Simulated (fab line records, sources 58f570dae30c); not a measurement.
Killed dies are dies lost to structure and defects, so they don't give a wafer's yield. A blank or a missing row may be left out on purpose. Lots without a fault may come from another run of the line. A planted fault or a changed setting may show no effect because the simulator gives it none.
Which tool did it? | flow berkeley_cmos170 | 13 lots, 39 wafers sampled, at 4 steps of a route of 331

WHAT THE GAUGES READ, wafer by wafer
UCB170_START_THK_MEAS_03. Usual: START_OXIDE_THK 19.8 nm, standard deviation 0.33.
lot  | measured    | on            | START_OXIDE_THK (nm) | flag
L706 | day 1 13:20 | film_metro-01 | 20.3 20.0 20.2       |
L707 | day 1 20:43 | film_metro-01 | 19.6 19.8 20.1       |
L708 | day 2 04:38 | film_metro-01 | 19.1 18.9 19.1       |
L709 | day 2 04:38 | film_metro-03 | 20.1 19.9 20.1       |
L710 | day 2 11:28 | film_metro-03 | 20.0 20.2 20.4       |
L711 | day 2 17:14 | film_metro-03 | 19.8 19.6 19.6       |
L712 | day 2 22:10 | film_metro-04 | 20.0 19.8 19.8       |
L714 | day 3 08:39 | film_metro-03 | 19.9 20.0 20.0       |
L721 | day 4 18:03 | film_metro-03 | 19.7 19.8 19.7       |
L722 | day 4 23:02 | film_metro-03 | 19.9 19.8 19.7       |
L725 | day 5 14:41 | film_metro-03 | 20.1 20.0 19.7       |
L727 | day 6 01:01 | film_metro-03 | 19.8 19.7 19.6       |
L729 | day 6 12:23 | film_metro-03 | 19.8 19.6 19.7       |

UCB170_ACTIVE_OVL_MEAS_14. Usual: ACTIVE_OVL 1 nm, standard deviation 6.4.
lot  | measured    | on         | ACTIVE_OVL (nm) | flag
L706 | day 4 16:44 | overlay-02 | -5 -9 -7        |
L707 | day 5 05:06 | overlay-02 | 3 -6 8          |
L708 | day 5 05:05 | overlay-01 | -2 0 -6         |
L709 | day 5 05:13 | overlay-02 | 11 15 12        |
L710 | day 5 12:32 | overlay-01 | -1 -4 8         |
L711 | day 5 12:17 | overlay-02 | 11 6 3          |
L712 | day 6 10:24 | overlay-02 | 5 1 1           |
L714 | day 6 10:02 | overlay-02 | 3 -3 2          |
L721 | day 7 09:37 | overlay-01 | 10 6 -1         |
L722 | day 8 01:07 | overlay-01 | 5 2 8           |
L725 | day 8 17:25 | overlay-02 | -6 4 -5         |
L727 | day 9 05:05 | overlay-01 | -2 -6 -9        |
L729 | day 9 05:22 | overlay-01 | 3 -7 -10        |

WHICH TOOL RAN EACH LOT (tool, then ch and the chambers of the sampled wafers, then the start)
lot  | UCB170_PWELL_ETCH_14              | UCB170_PWELL_STRIP_16
L706 | rie_diel-03 ch 1,2,3, day 3 10:16 | plasma_asher-04 ch 0,1, day 3 10:31
L707 | rie_diel-01 ch 0,2,3, day 3 22:47 | plasma_asher-02 ch 0,1, day 3 23:04
L708 | rie_diel-01 ch 0,2,3, day 3 22:55 | plasma_asher-01 ch 0,1, day 3 23:10
L709 | rie_diel-03 ch 1,2, day 3 22:48   | plasma_asher-04 ch 0,1, day 3 23:05
L710 | rie_diel-01 ch 0,3, day 4 07:47   | plasma_asher-02 ch 0,1, day 4 08:02
L711 | rie_diel-03 ch 1,2,3, day 4 07:31 | plasma_asher-02 ch 0,1, day 4 07:46
L712 | rie_diel-01 ch 2,3, day 5 01:28   | plasma_asher-04 ch 0,1, day 5 01:46
L714 | rie_diel-03 ch 0,3, day 5 01:42   | plasma_asher-01 ch 0,1, day 5 01:57
L721 | rie_diel-03 ch 1,2, day 6 07:29   | plasma_asher-02 ch 0,1, day 6 07:46
L722 | rie_diel-02 ch 0,1,3, day 6 15:09 | plasma_asher-02 ch 1, day 6 15:24
L725 | rie_diel-01 ch 0,2, day 7 07:49   | plasma_asher-02 ch 0,1, day 7 08:05
L727 | rie_diel-01 ch 1,3, day 7 23:32   | plasma_asher-04 ch 0,1, day 7 23:50
L729 | rie_diel-02 ch 0,1, day 7 23:40   | plasma_asher-01 ch 0,1, day 7 23:55
- UCB170_PWELL_ETCH_14: etches Si3N4 in CH3F/Ar/O2, stops on SiO2, target depth 242 nm, time 151 s.
- UCB170_PWELL_STRIP_16: strips in O2.

WHAT THE TOOLS THEMSELVES READ (means of the sampled wafers that have a number; where no wafer has one, the mark that the record gives instead)
UCB170_PWELL_ETCH_14. Usual: drypump_motor_current_A 5.96 A, standard deviation 0.25; oes_product_au 0.939 a.u., standard deviation 0.015; throttle_valve_pct 8.07 %, standard deviation 0.1.
lot  | tool        | drypump_motor_current_A (A) | oes_product_au (a.u.) | throttle_valve_pct (%) | flag
L706 | rie_diel-03 | 5.87                        | 0.934                 | 8.04                   |
L707 | rie_diel-01 | 6.02                        | 0.933                 | 8.12                   |
L708 | rie_diel-01 | 6.02                        | 0.933                 | 8.12                   |
L709 | rie_diel-03 | 5.85                        | 0.946                 | 8.13                   |
L710 | rie_diel-01 | 5.95                        | 0.938                 | 8.04                   |
L711 | rie_diel-03 | 5.86                        | 0.938                 | 8.04                   |
L712 | rie_diel-01 | 5.97                        | 0.926                 | 8.03                   |
L714 | rie_diel-03 | 6.02                        | 0.952                 | 7.98                   |
L721 | rie_diel-03 | 5.85                        | 0.832                 | 8.11                   | OFF
L722 | rie_diel-02 | 6.16                        | 0.932                 | 8.06                   |
L725 | rie_diel-01 | 6.10                        | 0.903                 | 8.20                   |
L727 | rie_diel-01 | 6.02                        | 0.953                 | 8.03                   |
L729 | rie_diel-02 | 6.32                        | 0.941                 | 8.06                   |

UCB170_PWELL_STRIP_16. Usual: drypump_motor_current_A 5.7 A, standard deviation 0.61; oes_product_au 0.721 a.u., standard deviation 0.0045; strip_time_to_endpoint_s 18.01 s, standard deviation 0.072.
lot  | tool            | drypump_motor_current_A (A) | oes_product_au (a.u.) | strip_time_to_endpoint_s (s) | flag
L706 | plasma_asher-04 | 5.6                         | 0.723                 | 17.95                        |
L707 | plasma_asher-02 | 5.4                         | 0.721                 | 18.01                        |
L708 | plasma_asher-01 | 5.8                         | 0.718                 | 18.08                        |
L709 | plasma_asher-04 | 5.7                         | 0.725                 | 18.10                        |
L710 | plasma_asher-02 | 5.4                         | 0.722                 | 17.96                        |
L711 | plasma_asher-02 | 6.0                         | 0.725                 | 17.96                        |
L712 | plasma_asher-04 | 5.6                         | 0.722                 | 17.99                        |
L714 | plasma_asher-01 | 5.8                         | 0.726                 | 18.00                        |
L721 | plasma_asher-02 | 6.0                         | 0.723                 | 18.98                        | OFF
L722 | plasma_asher-02 | 6.6                         | 0.723                 | 17.97                        |
L725 | plasma_asher-02 | 6.0                         | 0.719                 | 17.97                        |
L727 | plasma_asher-04 | 5.6                         | 0.719                 | 18.00                        |
L729 | plasma_asher-01 | 5.8                         | 0.715                 | 18.05                        |

THE ANSWER, worked out from the rows above alone
Rule: a lot is off if the mean of its wafers that have a number lies more than 3 standard deviations from the usual mean. A lot without any number at a reading at which 4 lots or more have one is off too. The other lots that the step has rows for count as sound. The gauges are gone through in route order, then the tools' own readings, and for those a lot's mean is taken as printed above. The first step at which some lot is off is used, and at that step the reading that is off furthest; a lot without a number counts as furthest.
Off: L721, at UCB170_PWELL_ETCH_14 (oes_product_au).
A tool fits if, at that step or a process step before it, it ran every lot that is off, and no sound lot after the first of them. One fits: rie_diel-03 at UCB170_PWELL_ETCH_14. Its last sound lot is L714 (day 5 01:42), its first lot that is off L721 (day 6 07:29): a fault that began between those two fits.
The tool's own readings at UCB170_PWELL_ETCH_14 bear it out: on the lots that are off they differ by more than 5 times the standard deviation of the sound lots' means. oes_product_au reads 0.832 a.u. there against 0.936 a.u. on the sound lots.

WHAT THE SIMULATOR HAD PUT IN
Process parameter drift: rie_diel-03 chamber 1, from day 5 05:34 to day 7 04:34, at UCB170_PWELL_ETCH_14. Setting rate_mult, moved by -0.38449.
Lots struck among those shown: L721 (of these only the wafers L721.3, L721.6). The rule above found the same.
